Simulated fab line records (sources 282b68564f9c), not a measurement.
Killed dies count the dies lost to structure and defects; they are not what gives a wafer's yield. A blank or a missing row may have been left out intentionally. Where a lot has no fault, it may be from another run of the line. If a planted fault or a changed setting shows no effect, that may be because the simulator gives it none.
Lot-split experiment || flow ritCmos || on a route of 202 steps: 5 lots, 23 wafers read

## THE SPLIT ITSELF
At RIT_M1_DEVELOP_08 (develop time 68 s), the setting developTimeS was moved away from the recipe's 68 s on 4 of the 23 wafers read, by -5.5% to +14.3%. For the rest of the wafers, this setting stayed at what the recipe calls for.

## FROM THE SPLIT TO THE READING: what the file shows between them, 4 steps
- RIT_M1_CD_MEAS_09: target cd 2600 nm
- RIT_M1_HARDBAKE_11: time 120 s
- RIT_M1_STRIP_13: strips in nmp, time 600 s
- RIT_M1_STRIP_14: strips in O2, time 180 s

## THE READING
cdNm (nm) at RIT_M1_CD_MEAS_90, where the cd target is 2600 nm. A value of 2600.8 nm with a standard deviation of 2 nm is what fault-free wafers of this fab line usually give.

{"wafer": "L074.1", "tool, chamber at the split": "lithoTrack-04, 0", "developTimeS as run, s": 77.73, "against the recipe": "+14.3%", "cdNm, nm": 2588.3, "against lot-mates on the recipe": -11.2}
{"wafer": "L074.2", "tool, chamber at the split": "lithoTrack-04, 0", "developTimeS as run, s": 77.73, "against the recipe": "+14.3%", "cdNm, nm": 2587.4, "against lot-mates on the recipe": -12.1}
{"wafer": "L074.3", "tool, chamber at the split": "lithoTrack-04, 0", "developTimeS as run, s": 68, "against the recipe": "recipe", "cdNm, nm": 2600.1, "against lot-mates on the recipe": "-"}
{"wafer": "L074.4", "tool, chamber at the split": "lithoTrack-04, 0", "developTimeS as run, s": 68, "against the recipe": "recipe", "cdNm, nm": 2598.8, "against lot-mates on the recipe": "-"}
{"wafer": "L074.5", "tool, chamber at the split": "lithoTrack-04, 0", "developTimeS as run, s": 68, "against the recipe": "recipe", "cdNm, nm": 2599.7, "against lot-mates on the recipe": "-"}
{"wafer": "L075.1", "tool, chamber at the split": "lithoTrack-02, 0", "developTimeS as run, s": 68, "against the recipe": "recipe", "cdNm, nm": 2600.5, "against lot-mates on the recipe": "-"}
{"wafer": "L075.2", "tool, chamber at the split": "lithoTrack-02, 0", "developTimeS as run, s": 68, "against the recipe": "recipe", "cdNm, nm": 2599.0, "against lot-mates on the recipe": "-"}
{"wafer": "L075.3", "tool, chamber at the split": "lithoTrack-02, 0", "developTimeS as run, s": 68, "against the recipe": "recipe", "cdNm, nm": 2600.6, "against lot-mates on the recipe": "-"}
{"wafer": "L075.4", "tool, chamber at the split": "lithoTrack-02, 0", "developTimeS as run, s": 68, "against the recipe": "recipe", "cdNm, nm": 2600.3, "against lot-mates on the recipe": "-"}
{"wafer": "L075.6", "tool, chamber at the split": "lithoTrack-02, 0", "developTimeS as run, s": 68, "against the recipe": "recipe", "cdNm, nm": 2597.7, "against lot-mates on the recipe": "-"}
{"wafer": "L078.1", "tool, chamber at the split": "lithoTrack-04, 0", "developTimeS as run, s": 68, "against the recipe": "recipe", "cdNm, nm": 2604.7, "against lot-mates on the recipe": "-"}
{"wafer": "L078.2", "tool, chamber at the split": "lithoTrack-04, 0", "developTimeS as run, s": 68, "against the recipe": "recipe", "cdNm, nm": 2602.1, "against lot-mates on the recipe": "-"}
{"wafer": "L078.4", "tool, chamber at the split": "lithoTrack-04, 0", "developTimeS as run, s": 64.28, "against the recipe": "-5.5%", "cdNm, nm": 2606.6, "against lot-mates on the recipe": "+4.4"}
{"wafer": "L078.5", "tool, chamber at the split": "lithoTrack-04, 0", "developTimeS as run, s": 68, "against the recipe": "recipe", "cdNm, nm": 2599.8, "against lot-mates on the recipe": "-"}
{"wafer": "L078.6", "tool, chamber at the split": "lithoTrack-04, 0", "developTimeS as run, s": 64.28, "against the recipe": "-5.5%", "cdNm, nm": 2606.6, "against lot-mates on the recipe": "+4.4"}
{"wafer": "L080.1", "tool, chamber at the split": "lithoTrack-01, 0", "developTimeS as run, s": 68, "against the recipe": "recipe", "cdNm, nm": 2598.9, "against lot-mates on the recipe": "-"}
{"wafer": "L080.2", "tool, chamber at the split": "lithoTrack-01, 0", "developTimeS as run, s": 68, "against the recipe": "recipe", "cdNm, nm": 2600.5, "against lot-mates on the recipe": "-"}
{"wafer": "L080.3", "tool, chamber at the split": "lithoTrack-01, 0", "developTimeS as run, s": 68, "against the recipe": "recipe", "cdNm, nm": 2598.0, "against lot-mates on the recipe": "-"}
{"wafer": "L080.5", "tool, chamber at the split": "lithoTrack-01, 0", "developTimeS as run, s": 68, "against the recipe": "recipe", "cdNm, nm": 2601.3, "against lot-mates on the recipe": "-"}
{"wafer": "L080.6", "tool, chamber at the split": "lithoTrack-01, 0", "developTimeS as run, s": 68, "against the recipe": "recipe", "cdNm, nm": 2602.6, "against lot-mates on the recipe": "-"}
{"wafer": "L083.3", "tool, chamber at the split": "lithoTrack-04, 0", "developTimeS as run, s": 68, "against the recipe": "recipe", "cdNm, nm": 2605.4, "against lot-mates on the recipe": "-"}
{"wafer": "L083.4", "tool, chamber at the split": "lithoTrack-04, 0", "developTimeS as run, s": 68, "against the recipe": "recipe", "cdNm, nm": 2599.8, "against lot-mates on the recipe": "-"}
{"wafer": "L083.6", "tool, chamber at the split": "lithoTrack-04, 0", "developTimeS as run, s": 68, "against the recipe": "recipe", "cdNm, nm": 2602.3, "against lot-mates on the recipe": "-"}

THE FIT
A straight line over all 23 wafers: cdNm changes by -0.923 nm for each +1% of developTimeS; r = -0.91; the points scatter about the line by 1.9 nm.
The same after taking each lot's own level away (the mean of its wafers on the recipe; 23 wafers): -0.815 nm for each +1%; r = -0.93; scatter 1.5 nm.
According to that fit, moving developTimeS by its largest amount changes the reading by 12 nm.
The span of the lots' own levels, 2599.53 to 2602.50 nm, comes to 1.5 times the standard deviation stated above.
In other words, the slope is changed by the lot-to-lot level; the two fits disagree.
Check: -12 nm against its lot-mates is what the line predicts for one of the wafers moved furthest among these (+14.3%) when that wafer is left out of the fit. It came out at -11.2 nm against them.

## ADDITIONAL SPLITS CARRIED BY THESE WAFERS
These wafers also went through other splits before the reading. Each is held against what the fit with the lots' levels taken away leaves over:
{"other split on the same wafers": "RIT_NSD_SOFTBAKE_02 tempC", "wafers away from the commonest value": 9, "r with cdNm (lot level and that fit taken away)": "+0.07"}
{"other split on the same wafers": "RIT_NSD_IMPLANT_08 energyKev", "wafers away from the commonest value": 5, "r with cdNm (lot level and that fit taken away)": "+0.32"}
{"other split on the same wafers": "RIT_SILICIDE_SPUTTER_01 powerW", "wafers away from the commonest value": 8, "r with cdNm (lot level and that fit taken away)": "+0.14"}
{"other split on the same wafers": "RIT_CONTACT_DEVELOP_07 developTimeS", "wafers away from the commonest value": 8, "r with cdNm (lot level and that fit taken away)": -0.36}
{"other split on the same wafers": "RIT_CONTACT_ETCH_11 timeS", "wafers away from the commonest value": 9, "r with cdNm (lot level and that fit taken away)": "+0.19"}
{"other split on the same wafers": "RIT_M1_SPUTTER_00 chamberPressurePa", "wafers away from the commonest value": 18, "r with cdNm (lot level and that fit taken away)": "+0.00"}

## THE WHOLE CHAIN: every reading that the file lists as answering this split, in the file's order
{"step": "RIT_M1_CD_MEAS_09", "what it does": "target cd 2600 nm", "reading": "cdNm", "change (the file's fit)": "-0.795 nm for each +1% of the setting", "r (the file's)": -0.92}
{"step": "RIT_M1_CD_MEAS_90", "what it does": "target cd 2600 nm", "reading": "cdNm", "change (the file's fit)": "-0.813 nm for each +1% of the setting", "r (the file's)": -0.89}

## FILE'S OWN FIT
cdNm changes by -0.813 nm for each +1% of developTimeS, r = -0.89.
